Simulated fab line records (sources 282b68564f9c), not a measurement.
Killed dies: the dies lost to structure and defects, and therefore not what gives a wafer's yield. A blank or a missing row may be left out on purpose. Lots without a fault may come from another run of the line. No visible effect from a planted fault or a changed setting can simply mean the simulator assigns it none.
Split-lot study :: flow rit-cmos :: 23 wafers read across 5 lots, on a route 202 steps long

== ON THE SPLIT ==
At RIT_CONTACT_DEVELOP_07 (develop time 120 s), the setting develop-time-s was moved away from the recipe's 120 s on 12 of the 23 wafers read, by +4.3% to +13.9%. All remaining wafers had this setting at the recipe value.

== FROM THE SPLIT TO THE READING: what the file shows between them, 4 steps ==
- RIT_CONTACT_CD_MEAS_08: target cd 1000 nm
- RIT_CONTACT_HARDBAKE_10: time 60 s
- RIT_CONTACT_ETCH_11: etches SiO2 in CHF3/CF4/Ar, stops on TiSi2, target depth 480 nm, time 320 s
- RIT_CONTACT_STRIP_12: strips in O2, time 180 s

== THE READING ==
cd-nm, in nm, at RIT_CONTACT_CD_MEAS_90 (target cd 1000 nm). On this fab line, fault-free wafers typically give 999.3 nm with a standard deviation of 2.3 nm.

wafer: L075.1
tool, chamber at the split: litho-track-04, 0
develop-time-s as run, s: 120
against the recipe: recipe
cd-nm, nm: 999.7
against lot-mates on the recipe: -

wafer: L075.3
tool, chamber at the split: litho-track-04, 0
develop-time-s as run, s: 120
against the recipe: recipe
cd-nm, nm: 1000.7
against lot-mates on the recipe: -

wafer: L075.6
tool, chamber at the split: litho-track-04, 0
develop-time-s as run, s: 120
against the recipe: recipe
cd-nm, nm: 1000.7
against lot-mates on the recipe: -

wafer: L077.1
tool, chamber at the split: litho-track-03, 0
develop-time-s as run, s: 130.6
against the recipe: +8.8%
cd-nm, nm: 1003.4
against lot-mates on the recipe: +7.4

wafer: L077.2
tool, chamber at the split: litho-track-03, 0
develop-time-s as run, s: 130.6
against the recipe: +8.8%
cd-nm, nm: 1003.2
against lot-mates on the recipe: +7.2

wafer: L077.3
tool, chamber at the split: litho-track-03, 0
develop-time-s as run, s: 120
against the recipe: recipe
cd-nm, nm: 995.9
against lot-mates on the recipe: -

wafer: L077.4
tool, chamber at the split: litho-track-03, 0
develop-time-s as run, s: 130.6
against the recipe: +8.8%
cd-nm, nm: 1002.7
against lot-mates on the recipe: +6.7

wafer: L077.6
tool, chamber at the split: litho-track-03, 0
develop-time-s as run, s: 120
against the recipe: recipe
cd-nm, nm: 996.1
against lot-mates on the recipe: -

wafer: L081.1
tool, chamber at the split: litho-track-04, 0
develop-time-s as run, s: 120
against the recipe: recipe
cd-nm, nm: 999.0
against lot-mates on the recipe: -

wafer: L081.2
tool, chamber at the split: litho-track-04, 0
develop-time-s as run, s: 136.3
against the recipe: +13.6%
cd-nm, nm: 1008.7
against lot-mates on the recipe: +11.4

wafer: L081.4
tool, chamber at the split: litho-track-04, 0
develop-time-s as run, s: 136.3
against the recipe: +13.6%
cd-nm, nm: 1006.8
against lot-mates on the recipe: +9.4

wafer: L081.5
tool, chamber at the split: litho-track-04, 0
develop-time-s as run, s: 136.3
against the recipe: +13.6%
cd-nm, nm: 1009.5
against lot-mates on the recipe: +12.1

wafer: L081.6
tool, chamber at the split: litho-track-04, 0
develop-time-s as run, s: 120
against the recipe: recipe
cd-nm, nm: 995.7
against lot-mates on the recipe: -

wafer: L082.1
tool, chamber at the split: litho-track-01, 0
develop-time-s as run, s: 120
against the recipe: recipe
cd-nm, nm: 997.7
against lot-mates on the recipe: -

wafer: L082.2
tool, chamber at the split: litho-track-01, 0
develop-time-s as run, s: 125.2
against the recipe: +4.3%
cd-nm, nm: 1001.7
against lot-mates on the recipe: +4.3

wafer: L082.3
tool, chamber at the split: litho-track-01, 0
develop-time-s as run, s: 125.2
against the recipe: +4.3%
cd-nm, nm: 999.0
against lot-mates on the recipe: +1.6

wafer: L082.4
tool, chamber at the split: litho-track-01, 0
develop-time-s as run, s: 120
against the recipe: recipe
cd-nm, nm: 997.1
against lot-mates on the recipe: -

wafer: L082.6
tool, chamber at the split: litho-track-01, 0
develop-time-s as run, s: 125.2
against the recipe: +4.3%
cd-nm, nm: 1000.3
against lot-mates on the recipe: +2.9

wafer: L085.1
tool, chamber at the split: litho-track-03, 0
develop-time-s as run, s: 120
against the recipe: recipe
cd-nm, nm: 994.8
against lot-mates on the recipe: -

wafer: L085.3
tool, chamber at the split: litho-track-03, 0
develop-time-s as run, s: 120
against the recipe: recipe
cd-nm, nm: 997.9
against lot-mates on the recipe: -

wafer: L085.4
tool, chamber at the split: litho-track-03, 0
develop-time-s as run, s: 136.7
against the recipe: +13.9%
cd-nm, nm: 1008.4
against lot-mates on the recipe: +12.1

wafer: L085.5
tool, chamber at the split: litho-track-03, 0
develop-time-s as run, s: 136.7
against the recipe: +13.9%
cd-nm, nm: 1010.9
against lot-mates on the recipe: +14.6

wafer: L085.6
tool, chamber at the split: litho-track-03, 0
develop-time-s as run, s: 136.7
against the recipe: +13.9%
cd-nm, nm: 1009.9
against lot-mates on the recipe: +13.6

THE FIT
A straight line over all 23 wafers: cd-nm changes by +0.799 nm for each +1% of develop-time-s; r = +0.94; the points scatter about the line by 1.8 nm.
The same after taking each lot's own level away (the mean of its wafers on the recipe; 23 wafers): +0.881 nm for each +1%; r = +0.97; scatter 1.2 nm.
According to that fit, moving develop-time-s by its largest amount changes the reading by 12 nm.
The lots' own levels span 996.00 to 1000.37 nm, that is 1.9 times the standard deviation above.
So the lot-to-lot level changes the slope little: the two slopes agree.
Check: with one of the wafers moved furthest among these (+13.9%) left out of the fit, the line predicts +12.1 nm for it against its lot-mates. It came out at +12.1 nm against them.

== THESE WAFERS: OTHER SPLITS ==
Other splits were also applied to these wafers ahead of the reading. Each is held against what the fit with the lots' levels taken away leaves over:
other split on the same wafers: RIT_PLDD_COAT_01 spin-rpm
wafers away from the commonest value: 12
r with cd-nm (lot level and that fit taken away): +0.09

other split on the same wafers: RIT_SILICIDE_SPUTTER_01 time-s
wafers away from the commonest value: 9
r with cd-nm (lot level and that fit taken away): +0.37

other split on the same wafers: RIT_CONTACT_COAT_03 spin-rpm
wafers away from the commonest value: 8
r with cd-nm (lot level and that fit taken away): +0.36

== THE WHOLE CHAIN: every reading that the file lists as answering this split, in the file's order ==
step: RIT_CONTACT_CD_MEAS_08
what it does: target cd 1000 nm
reading: cd-nm
change (the file's fit): +0.842 nm for each +1% of the setting
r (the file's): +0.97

step: RIT_CONTACT_ETCH_11
what it does: etches SiO2 in CHF3/CF4/Ar, stops on TiSi2, target depth 480 nm, time 320 s
reading: CONTACT.cd-nm (the simulator's own value, which no gauge read)
change (the file's fit): +0.858 nm for each +1% of the setting
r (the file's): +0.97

step: RIT_CONTACT_CD_MEAS_90
what it does: target cd 1000 nm
reading: cd-nm
change (the file's fit): +0.866 nm for each +1% of the setting
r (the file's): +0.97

== THE FILE'S OWN FIT ==
cd-nm changes by +0.866 nm for each +1% of develop-time-s, r = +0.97.
